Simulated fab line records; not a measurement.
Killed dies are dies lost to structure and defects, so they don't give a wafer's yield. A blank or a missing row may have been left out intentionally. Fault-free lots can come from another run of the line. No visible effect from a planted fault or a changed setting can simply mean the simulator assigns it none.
fab line records    flow rit-cmos
[record] lots = 5  wafers = 15  last-day = 7
route steps=202 shown ACTIVE@1 FOX1@20 FOX2@23 M1@202
lots that met no fault: from a run of the same line without faults
start-h: the number of hours between the record's first day and the start of the first shown wafer of the lot    wait-h: hours elapsed since this lot's preceding step    " as in the row above    L1.1+2: one row covering several wafers at once    - either no value or no given start    * or withheld: withheld    < > ~ a bound
route shown NAME@n: NAME is a module with steps in the file, n the number in the route of the first one    usual: the fault-free wafers' mean and standard deviation    same: alike in all rows    chamber/n: place in a boat    sites: per-site readings    _std_site: standard deviation of those values    _edge_site: inner sites' mean taken away from outer sites' mean    radius-mm: for every site, how far away it sits from the centre of the wafer    mask NAME#n: copy n    behind: the last tool/chamber to shape the wafer    hold: why the lot went on hold/how many hours it stayed there/how the hold came to an end    device: transistor that didn't switch, given as n, p or np    end of line: tests of these same wafers at the route's end    step lacking rows: just its recipe    killed: dies that structure and defects cost at the first sort, which is not the same as the wafer's yield    map: a wafer's dies, x killed, . not, _ none there
set.NAME: the setting the step ran with; set.NAME@STEP: the setting that earlier step ran with    model.NAME: the simulator's own value behind a step, which no gauge read
lots at some steps of the route; a table a step, a row a wafer
services: the hour from which a tool's chamber was out of use, counted from the record's first day as start-h (under 0 if before that day), plus the number of hours and why
[[steps]]
[step RIT_ACTIVE_BOW_MEAS_00]
[recipe] mode = bow
[usual] INCOMING_BOW = 1/6.1
lot.wafer  tool           chamber  start-h  wait-h  INCOMING_BOW[um]
L207.3     film-metro-04  -        10.04    -       5
L207.5     "              -        "        "       -2
L207.6     "              -        "        "       -9
L210.2     film-metro-02  -        25.02    -       4
L210.3     "              -        "        "       -6
L210.5     "              -        "        "       7
L222.2     film-metro-04  -        85.02    -       1
L222.3     "              -        "        "       1
L222.6     "              -        "        "       -5
L226.3     film-metro-01  -        105.04   -       10
L226.5     "              -        "        "       4
L226.6     "              -        "        "       -8
L230.2     film-metro-01  -        125.02   -       3
L230.3     "              -        "        "       9
L230.6     "              -        "        "       3
[step RIT_ACTIVE_OXIDATION_01]
[recipe] temp-c = 1000  ambient = O2  target-thk-a = 468  ox-time-s = 3360
[step RIT_ACTIVE_THK_MEAS_02]
[recipe] reads = SiO2_of_ACTIVE_OXIDATION_01
[usual] ACTIVE_OXIDE_THK = 46.7/1.3
lot.wafer  tool           chamber  start-h  wait-h  ACTIVE_OXIDE_THK[nm]
L207.3     film-metro-01  -        12.07    0.0     46.0
L207.5     "              -        "        "       45.7
L207.6     "              -        "        "       46.9
L210.2     film-metro-02  -        27.06    0.0     44.7
L210.3     "              -        "        "       44.8
L210.5     "              -        "        "       44.5
L222.2     film-metro-02  -        87.57    0.0     47.3
L222.3     "              -        "        "       47.4
L222.6     "              -        "        "       46.7
L226.3     film-metro-04  -        107.35   0.0     46.1
L226.5     "              -        "        "       45.4
L226.6     "              -        "        "       45.8
L230.2     film-metro-01  -        127.65   0.0     45.5
L230.3     "              -        "        "       46.5
L230.6     "              -        "        "       46.2
[step RIT_ACTIVE_CVD_03]
[recipe] material = Si3N4  target-thk-nm = 150  temp-c = 810  precursor = SiH2Cl2/NH3  time-s = 1500  pressure-mtorr = 300  sih2cl2-flow-sccm = 60  nh3-flow-sccm = 150
lot.wafer  tool      chamber  start-h  wait-h  model.Si3N4_of_ACTIVE_CVD_03.thk-nm
L207.3     lpcvd-01  1        12.11    0.0     150.3
L207.5     "         1        "        "       149
L207.6     "         1        "        "       149.9
L210.2     lpcvd-02  1        27.11    0.0     185.5
L210.3     "         1        "        "       188
L210.5     "         1        "        "       186.5
L222.2     lpcvd-01  0        87.62    0.0     150.3
L222.3     "         0        "        "       149.7
L222.6     "         0        "        "       150.7
L226.3     lpcvd-01  0        107.39   0.0     150.3
L226.5     "         0        "        "       150
L226.6     "         0        "        "       148.3
L230.2+3   lpcvd-02  0        127.70   0.0     150.8
L230.6     "         0        "        "       151.1
[step RIT_ACTIVE_THK_MEAS_04]
[recipe] reads = Si3N4_of_ACTIVE_CVD_03
[usual] ACTIVE_NITRIDE_THK = 150.2/1.4
lot.wafer  tool           chamber  start-h  wait-h  ACTIVE_NITRIDE_THK[nm]
L207.3     film-metro-02  -        13.55    0.0     150.4
L207.5     "              -        "        "       149.0
L207.6     "              -        "        "       150.0
L210.2     film-metro-01  -        28.54    0.0     185.5
L210.3     "              -        "        "       188.0
L210.5     "              -        "        "       186.4
L222.2     film-metro-01  -        89.05    0.0     150.2
L222.3     "              -        "        "       149.8
L222.6     "              -        "        "       150.6
L226.3     film-metro-02  -        108.83   0.0     150.4
L226.5     "              -        "        "       150.0
L226.6     "              -        "        "       148.4
L230.2     film-metro-01  -        129.13   0.0     150.8
L230.3     "              -        "        "       150.8
L230.6     "              -        "        "       151.1
[step RIT_ACTIVE_HMDS_05]
[recipe] prime-time-s = 60  prime-temp-c = 140
[step RIT_ACTIVE_COAT_06]
[recipe] resist = NOVOLAK  spin-rpm = 3250  resist-thk-nm = 1000
[step RIT_ACTIVE_SOFTBAKE_07]
[recipe] resist = NOVOLAK  temp-c = 90  time-s = 60
[step RIT_ACTIVE_EXPOSE_08]
[recipe] mask-id = M1  na = 0.6  source-shape = conventional  sigma-outer = 0.6  target-cd-nm = 1400  dose-mj = 225
[step RIT_ACTIVE_PEB_09]
[recipe] resist = NOVOLAK  temp-c = withheld  time-s = withheld
[step RIT_ACTIVE_DEVELOP_10]
[recipe] resist = NOVOLAK  develop-time-s = 50  dev-temp-c = 23
[step RIT_ACTIVE_CD_MEAS_11]
[recipe] target-cd-nm = 1400
[usual] cd-nm = 1399.5/2.5
lot.wafer  tool       chamber  start-h  wait-h  cd-nm
L207.3     cd-sem-01  -        14.48    -       1395.0
L207.5     "          -        "        "       1398.2
L207.6     "          -        "        "       1399.6
L210.2     cd-sem-01  -        29.46    -       1399.0
L210.3     "          -        "        "       1400.6
L210.5     "          -        "        "       1399.5
L222.2     cd-sem-02  -        90.09    -       1398.1
L222.3     "          -        "        "       1398.3
L222.6     "          -        "        "       1398.6
L226.3     cd-sem-02  -        109.76   -       1397.0
L226.5     "          -        "        "       1398.4
L226.6     "          -        "        "       1397.5
L230.2     cd-sem-02  -        130.17   -       1400.4
L230.3     "          -        "        "       1396.5
L230.6     "          -        "        "       1399.0
[step RIT_ACTIVE_HARDBAKE_12]
[recipe] resist = NOVOLAK  temp-c = 140  time-s = 60
[step RIT_ACTIVE_ETCH_13]
[recipe] stop-on = SiO2  chemistry = SF6  target = Si3N4  time-s = 210  over-etch-frac = 0.4  SF6_flow_sccm = 200  pressure-mtorr = 260  rf-w = 125  target-depth-a = 2100
[usual] chamber-pressure-mTorr = 260.03/0.24  drypump-motor-current-A = 5.75/0.3  oes-product-au = 0.820/0.015  throttle-valve-pct = 7.54/0.097
[same] over-etch-frac = 0.4  time-s = 210
lot.wafer  tool         chamber  start-h  wait-h  chamber-pressure-mTorr  drypump-motor-current-A  oes-product-au  rf-hours-counter-h  throttle-valve-pct  model.etch.depth-nm  model.ACTIVE.feature-depth-nm
L207.3     rie-diel-02  1        14.71    0.1     260.07                  5.81                     0.827           87                  7.66                150.3                151.2
L207.5     "            2        "        "       259.89                  5.47                     0.806           -                   7.64                149                  149.1
L207.6     "            3        "        "       260.32                  5.51                     0.841           -                   7.55                149.9                151.1
L210.2     rie-diel-02  3        29.71    0.1     259.54                  5.55                     0.956           3                   7.57                185.5                186.6
L210.3     "            0        "        "       260.26                  6.26                     0.917           0                   7.55                188                  188
L210.5     "            3        "        "       260.22                  5.53                     0.966           -                   7.55                186.5                187.7
L222.2     rie-diel-04  0        90.34    0.1     260.26                  6.18                     0.825           1                   7.32                150.3                150.3
L222.3     "            3        "        "       259.98                  5.77                     0.813           68                  7.61                149.7                149.7
L222.6     "            0        "        "       260.63                  6.18                     0.818           -                   7.32                150.7                150.7
L226.3     rie-diel-04  2        109.99   0.1     260.12                  5.82                     0.818           13                  7.44                150.3                150.3
L226.5     "            3        "        "       259.87                  5.78                     0.816           -                   7.62                150                  150
L226.6     "            0        "        "       259.50                  6.19                     0.804           -                   7.32                148.3                148.3
L230.2     rie-diel-04  1        130.42   0.1     260.04                  5.23                     0.832           152                 7.48                150.8                151
L230.3     "            0        "        "       259.72                  6.15                     0.819           2                   7.34                150.8                150.8
L230.6     "            1        "        "       259.93                  5.26                     0.820           -                   7.49                151.1                151.3
[step RIT_ACTIVE_STRIP_14]
[recipe] chemistry = O2  time-s = 180  resist = NOVOLAK  platen-temp-c = withheld  power-w = 500  pressure-mtorr = 4000  o2-flow-sccm = 4000
[usual] chamber-pressure-mTorr = 4000/3.7  drypump-motor-current-A = 5.8/0.34  o2-flow-sccm = 3997/11
[same] time-s = 180
lot.wafer  tool             chamber  start-h  wait-h  chamber-pressure-mTorr  drypump-motor-current-A  o2-flow-sccm  rf-hours-counter-h
L207.3     plasma-asher-02  1        14.90    0.1     4000                    5.8                      3995          -
L207.5     "                1        "        "       3991                    5.8                      4001          -
L207.6     "                0        "        "       3999                    5.6                      4000          -
L210.2     plasma-asher-04  1        29.84    0.1     3993                    6.5                      4002          39
L210.3     "                1        "        "       4001                    6.5                      3996          -
L210.5     "                1        "        "       4003                    6.5                      4000          -
L222.2     plasma-asher-01  1        90.48    0.1     4002                    5.4                      4010          46
L222.3     "                1        "        "       4000                    5.4                      4008          -
L222.6     "                0        "        "       4002                    5.9                      4010          -
L226.3     plasma-asher-01  0        110.18   0.1     4004                    5.9                      4009          -
L226.5     "                0        "        "       4001                    5.9                      4000          -
L226.6     "                1        "        "       3999                    5.4                      4004          -
L230.2     plasma-asher-04  1        130.56   0.1     4000                    6.5                      3996          1
L230.3     "                1        "        "       3994                    6.5                      3974          -
L230.6     "                1        "        "       4004                    6.5                      3997          -
[step RIT_ACTIVE_CD_MEAS_90]
[recipe] target-cd-nm = 1400
[usual] cd-nm = 1399.4/2.5
lot.wafer  tool       chamber  start-h  wait-h  cd-nm
L207.3     cd-sem-01  -        15.06    0.1     1395.1
L207.5     "          -        "        "       1397.8
L207.6     "          -        "        "       1399.8
L210.2     cd-sem-02  -        30.04    0.1     1398.7
L210.3     "          -        "        "       1400.3
L210.5     "          -        "        "       1398.9
L222.2     cd-sem-02  -        90.67    0.1     1398.1
L222.3     "          -        "        "       1398.2
L222.6     "          -        "        "       1398.9
L226.3     cd-sem-02  -        110.34   0.1     1396.5
L226.5     "          -        "        "       1398.9
L226.6     "          -        "        "       1397.6
L230.2     cd-sem-02  -        130.75   0.1     1400.0
L230.3     "          -        "        "       1396.6
L230.6     "          -        "        "       1398.6
[step RIT_ACTIVE_CLEAN_15]
[recipe] chemistry = SC1  mix = 3:3:50  time-s = 600  temp-c = 75
[step RIT_ACTIVE_CLEAN_16]
[recipe] chemistry = dHF  dilution = 50:1  time-s = 30
[step RIT_ACTIVE_CLEAN_17]
[recipe] chemistry = SC2  mix = 3:3:50  time-s = 600  temp-c = 75  dry = n2-spin
[step RIT_FOX1_OXIDATION_00]
[recipe] temp-c = 1100  ambient = H2O  target-thk-a = 3507  p-h2o-torr = 720  ox-time-s = 1130
[step RIT_FOX1_THK_MEAS_01]
[recipe] reads = SiO2_of_FOX1_OXIDATION_00
[usual] FOX1_OXIDE_THK = 350/6.3
lot.wafer  tool           chamber  start-h  wait-h  FOX1_OXIDE_THK[nm]
L207.3     film-metro-02  -        17.60    0.0     350
L207.5     "              -        "        "       345
L207.6     "              -        "        "       345
L210.2     film-metro-02  -        34.45    0.0     341
L210.3     "              -        "        "       340
L210.5     "              -        "        "       342
L222.2     film-metro-02  -        95.04    0.0     354
L222.3     "              -        "        "       358
L222.6     "              -        "        "       352
L226.3     film-metro-02  -        113.32   0.0     358
L226.5     "              -        "        "       355
L226.6     "              -        "        "       351
L230.2     film-metro-03  -        135.19   0.0     353
L230.3     "              -        "        "       353
L230.6     "              -        "        "       353
[step RIT_FOX1_WET_ETCH_02]
[recipe] chemistry = BOE  target-depth-nm = 350  time-s = 390  temp-c = 21.5  dry = n2-spin  dilution = 10:1  target = SiO2
[step RIT_FOX2_OXIDATION_00]
[recipe] temp-c = 1100  ambient = H2O  target-thk-a = 3507  p-h2o-torr = 720  ox-time-s = 1130
[step RIT_FOX2_THK_MEAS_01]
[recipe] reads = SiO2_of_FOX2_OXIDATION_00
[usual] FOX2_OXIDE_THK = 353/5.2
lot.wafer  tool           chamber  start-h  wait-h  FOX2_OXIDE_THK[nm]
L207.3     film-metro-04  -        19.09    0.0     355
L207.5     "              -        "        "       356
L207.6     "              -        "        "       357
L210.2     film-metro-02  -        36.28    0.0     354
L210.3     "              -        "        "       355
L210.5     "              -        "        "       353
L222.2     film-metro-03  -        97.61    0.0     352
L222.3     "              -        "        "       350
L222.6     "              -        "        "       355
L226.3     film-metro-03  -        114.84   0.0     352
L226.5     "              -        "        "       350
L226.6     "              -        "        "       354
L230.2     film-metro-04  -        137.45   0.0     358
L230.3     "              -        "        "       355
L230.6     "              -        "        "       355
[step RIT_FOX2_CLEAN_02]
[recipe] chemistry = dHF  dilution = 50:1  time-s = 180
[same] time-s = 180
lot.wafer  tool          chamber  start-h  wait-h  model.Si3N4_of_ACTIVE_CVD_03.thk-nm
L207.3     wet-bench-02  2        19.13    0.0     131.1
L207.5     "             2        "        "       129.7
L207.6     "             2        "        "       130.6
L210.2     wet-bench-01  2        36.33    0.0     166.3
L210.3     "             2        "        "       168.8
L210.5     "             2        "        "       167.3
L222.2     wet-bench-01  0        97.66    0.0     131.1
L222.3     "             0        "        "       130.4
L222.6     "             0        "        "       131.4
L226.3     wet-bench-03  2        114.88   0.0     131
L226.5     "             2        "        "       130.7
L226.6     "             2        "        "       129.1
L230.2     wet-bench-03  3        137.50   0.0     131.6
L230.3     "             3        "        "       131.7
L230.6     "             3        "        "       131.9
[step RIT_FOX2_WET_ETCH_03]
[recipe] chemistry = H3PO4  target = Si3N4  target-depth-nm = 195  temp-c = 165  time-s = 2700
[step RIT_M1_PROBE_99]
[usual] killed-at-front-end = 6.8/2.7  killed-dies = 6.8/2.7  killed-open = 3.4/1.8  killed-short = 3.5/1.7
[same] gross-dies = 264  killed_at_M0_to_M3 = 0  killed_at_M4_up = 0  killed-at-back-side = 0  killed-at-contacts = 0  killed-at-other = 0
lot.wafer  tool       chamber  start-h  wait-h  killed-at-front-end  killed-dies  killed-open  killed-short
L207.3     prober-01  -        60.29    0.2     3                    3            3            0
L207.5     prober-01  -        60.39    0.2     5                    5            2            3
L207.6     prober-01  -        60.44    0.2     5                    5            3            2
L222.2     prober-01  -        138.36   0.1     6                    6            2            4
L222.3     prober-01  -        138.41   0.2     6                    6            5            1
L222.6     prober-01  -        138.56   0.2     7                    7            5            2
// killed by level:class
L207.3 SPACER:geometric-particle:open=2 GATE:geometric-particle:open=1
L207.5 GATE:geometric-particle:short=3 GATE:geometric-particle:open=1 SILICIDE:geometric-particle:open=1
L207.6 FOX1:geometric-particle:open=2 FOX1:geometric-particle:short=1 REOX:geometric-particle:short=1 REOX:geometric-particle:open=1
L222.2 FOX1:geometric-particle:short=2 FOX1:geometric-particle:open=1 GATE:geometric-particle:short=1 SPACER:geometric-particle:short=1 SPACER:geometric-particle:open=1
L222.3 FOX1:geometric-particle:open=2 FOX2:geometric-particle:short=1 GATE:geometric-particle:open=1 REOX:geometric-particle:open=1 SILICIDE:geometric-particle:open=1
L222.6 FOX1:geometric-particle:open=3 GATE:geometric-particle:short=1 REOX:geometric-particle:open=1 SPACER:geometric-particle:short=1 SPACER:geometric-particle:open=1
[[services]]
tool             chamber  start-h  hours  kind
rie-diel-04      2        -4.70    4.6    repair
rie-diel-04      0        -0.14    -      clean
rie-diel-04      0        -0.14    25.6   scheduled-down
rie-diel-04      0        -0.14    25.6   vent-cycle
rie-diel-02      0        3.05     -      clean
rie-diel-02      0        3.05     23.0   scheduled-down
rie-diel-02      0        3.05     23.0   vent-cycle
plasma-asher-01  -        14.30    2.7    repair
rie-diel-04      -        19.27    0.8    repair
plasma-asher-04  -        78.79    21.3   repair
rie-diel-04      2        81.18    1.7    repair
rie-diel-02      0        90.66    1.9    repair
plasma-asher-04  -        108.75   9.0    pm
plasma-asher-04  0        108.75   9.0    vent-cycle
plasma-asher-04  1        108.75   9.0    vent-cycle
wet-bench-03     -        116.04   1.7    repair
plasma-asher-04  0        117.75   -      clean
plasma-asher-02  -        126.35   4.3    pm
wet-bench-02     -        128.45   1.8    repair
rie-diel-02      -        132.06   2.8    pm
rie-diel-04      1        135.30   -      clean
rie-diel-04      1        135.30   30.7   scheduled-down
rie-diel-04      1        135.30   30.7   vent-cycle
rie-diel-02      0        135.72   15.4   repair
[[key]]
[first-sign] step = RIT_ACTIVE_THK_MEAS_04  reading = ACTIVE_NITRIDE_THK  direction = up  sigmas = 26  usual = 150.2  struck = 186.6
[effect] step = RIT_ACTIVE_ETCH_13  reading = oes-product-au  direction = up  sigmas = 8.3  usual = 0.820  struck = 0.946
[model-effect] step = RIT_ACTIVE_CVD_03  value = Si3N4_of_ACTIVE_CVD_03.thk-nm  without = 149.2  struck = 186.7
[model-effect] step = RIT_ACTIVE_ETCH_13  value = etch.depth-nm  without = 149.2  struck = 186.7
[model-effect] step = RIT_FOX2_CLEAN_02  value = Si3N4_of_ACTIVE_CVD_03.thk-nm  without = 130  struck = 167.5
met-at RIT_ACTIVE_CVD_03
struck-wafers L210.2,L210.3,L210.5
tester-left-out L210
[fault] kind = process-parameter-drift  tool = lpcvd-02  chamber = 1  onset-h = 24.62  steps = RIT_ACTIVE_CVD_03  channel = target-thk-nm  offset = 37.5  shape = step  end-h = 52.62  acts-in = these-recipes-only  stated = 150
// tester-left-out: of these lots the tester's yield and bins aren't shown, on N5 and GAA mostly nor the transistor test; their killed dies are dies lost to structure and defects alone, not to doping, threshold or leakage, so they don't give the yield
